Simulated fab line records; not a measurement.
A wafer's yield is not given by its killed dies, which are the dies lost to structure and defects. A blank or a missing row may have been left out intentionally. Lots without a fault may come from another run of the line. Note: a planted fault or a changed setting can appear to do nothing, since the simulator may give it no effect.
A lot that was struck, set against a sound lot || flow rit-cmos || 17 out of 202 route steps
Sound: these wafers, L279.1, L279.3, L279.4. Wafers L288.1, L288.5, L288.6 were the ones struck. The cause comes at the end.
At each step with rows: each side's tool, then ch and its chambers, then its first start. Under that, the readings that differ: sound wafers || struck wafers || difference of the means || sigmas: that difference in standard deviations of wafers without a fault.
alike: readings whose means differ by less than 2 such deviations, and words and numbers that are the same on both sides. not compared: withheld readings, readings that some wafer has no value for, bounds like >300 that may hide the same value, and numbers for which the record gives no deviation and whose values overlap.
The two part at a step that has a row with sigmas, a row that says differs or no value, or rows on one side only. Numbers that have no deviation but don't overlap get no sigmas and don't part them. Lack of a reading on every wafer of one side parts them only where that side has two or more wafers.

first, 1 step without rows for these wafers: RIT_PRETRO_DEVELOP_05 (develop time 68 s).
RIT_PRETRO_OVL_MEAS_06:
  sound on overlay-02 at day 3 04:12; struck on overlay-01 at day 5 02:49
  alike: PRETRO_OVL
then, 2 steps without rows for these wafers: RIT_PRETRO_HARDBAKE_07 (time 120 s); RIT_PRETRO_IMPLANT_08.
RIT_PRETRO_STRIP_09: strips in O2, time 180 s.
  sound on plasma-asher-01 ch 0,1, day 3 04:38; struck on plasma-asher-04 ch 0,1, day 5 03:14
  alike: drypump-motor-current-A
  not compared: rf-hours-counter-h
RIT_PRETRO_TW_MEAS_10:
  sound on film-metro-03 at day 3 04:49; struck on film-metro-04 at day 5 03:25
  alike: PRETRO_TW
then, 5 steps without rows for these wafers: RIT_GATE_WET_ETCH_00 (etches SiO2 in BOE, target depth 56 nm, time 60 s); RIT_GATE_CLEAN_01 (cleans in SC1, time 600 s); RIT_GATE_CLEAN_02 (cleans in dHF, time 30 s); RIT_GATE_CLEAN_03 (cleans in SC2, time 600 s); RIT_GATE_CLEAN_04 (cleans in dHF, time 60 s).
RIT_FOX2_THK_MEAS_91:
  sound on film-metro-03 at day 3 05:17; struck on film-metro-01 at day 5 04:09
  alike: FIELD_OXIDE_LEFT_2_THK
RIT_GATE_OXIDATION_05: target thk 3 nm, ox time 270 s.
  sound on furnace-02 ch 0, day 3 05:25; struck on furnace-03 ch 0, day 5 04:13
{"reading": "spike-tc-centre-C (C)", "sound": "902.9 901.8 902.9", "struck": "907.8 909.2 909.0", "difference": "+6.1", "sigmas": "+6"}
{"reading": "spike-tc-load-C (C)", "sound": "925.2 924.2 927.1", "struck": "931.4 931.8 933.0", "difference": "+6.6", "sigmas": "+4"}
{"reading": "tube-center-temp-C (C)", "sound": "900.06 900.02 899.91", "struck": "905.62 905.59 905.57", "difference": "+5.60", "sigmas": "+70"}
{"reading": "tube_center_temp_C_max", "sound": "902.7 902.7 901.8", "struck": "908.2 907.6 908.1", "difference": "+5.6", "sigmas": "+16"}
{"reading": "model.SiO2_of_GATE_OXIDATION_05.thk-nm (nm)", "sound": "3.087 3.098 3.103", "struck": "3.177 3.192 3.137", "difference": "+0.073", "sigmas": ""}
  alike: spike-tc-source-C
then, 1 step without rows for these wafers: RIT_GATE_ANNEAL_06 (time 600 s).
RIT_GATE_THK_MEAS_07:
  sound on film-metro-01 at day 3 06:44; struck on film-metro-01 at day 5 06:18
  alike: GATE_OXIDE_THK
then, 1 step without rows for these wafers: RIT_GATE_CVD_08 (deposits poly-Si from SiH4, target thk 250 nm, time 2220 s).
RIT_M1_PROBE_99:
  sound on prober-02 at day 4 06:05; struck on prober-02 at day 6 10:44
{"reading": "killed-dies", "sound": "15 8 10", "struck": "3 5 6", "difference": -6, "sigmas": -2}
{"reading": "killed-short", "sound": "9 6 6", "struck": "2 2 5", "difference": -4, "sigmas": -2}
{"reading": "model.etest.pmos_0p3.r-on-ohm-um", "sound": "6418 6402 6420", "struck": "6645 6713 6639", "difference": "+252", "sigmas": ""}
{"reading": "model.etest.nmos-narrow.drive-ua-um", "sound": "226.3 223.5 221.6", "struck": "211.3 212.5 216.3", "difference": -10.4, "sigmas": ""}
{"reading": "model.etest.nmos_0p3.drive-ua-um", "sound": "220 220.4 219.3", "struck": "212.9 210.7 217.8", "difference": -6.1, "sigmas": ""}
{"reading": "model.etest.pmos-turned.drive-ua-um", "sound": "185.6 182.7 182.7", "struck": "176.5 170.5 180.4", "difference": -7.9, "sigmas": ""}
{"reading": "model.etest.pmos_0p3.drive-ua-um", "sound": "97.85 96.98 96.65", "struck": "91.17 92.22 93.94", "difference": -4.72, "sigmas": ""}
  alike: killed_at_M0_to_M3, killed-at-front-end, killed-open
  not compared: model.etest.nmos_0p3.r-on-ohm-um, model.etest.nmos_0p15.drive-ua-um, model.etest.pmos_0p15.drive-ua-um

== WHERE THEY PART ==
First at RIT_GATE_OXIDATION_05; last, within this record, at RIT_M1_PROBE_99.

WHY: the cause the simulator had injected
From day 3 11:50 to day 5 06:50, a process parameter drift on furnace-03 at RIT_GATE_OXIDATION_05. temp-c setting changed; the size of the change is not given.
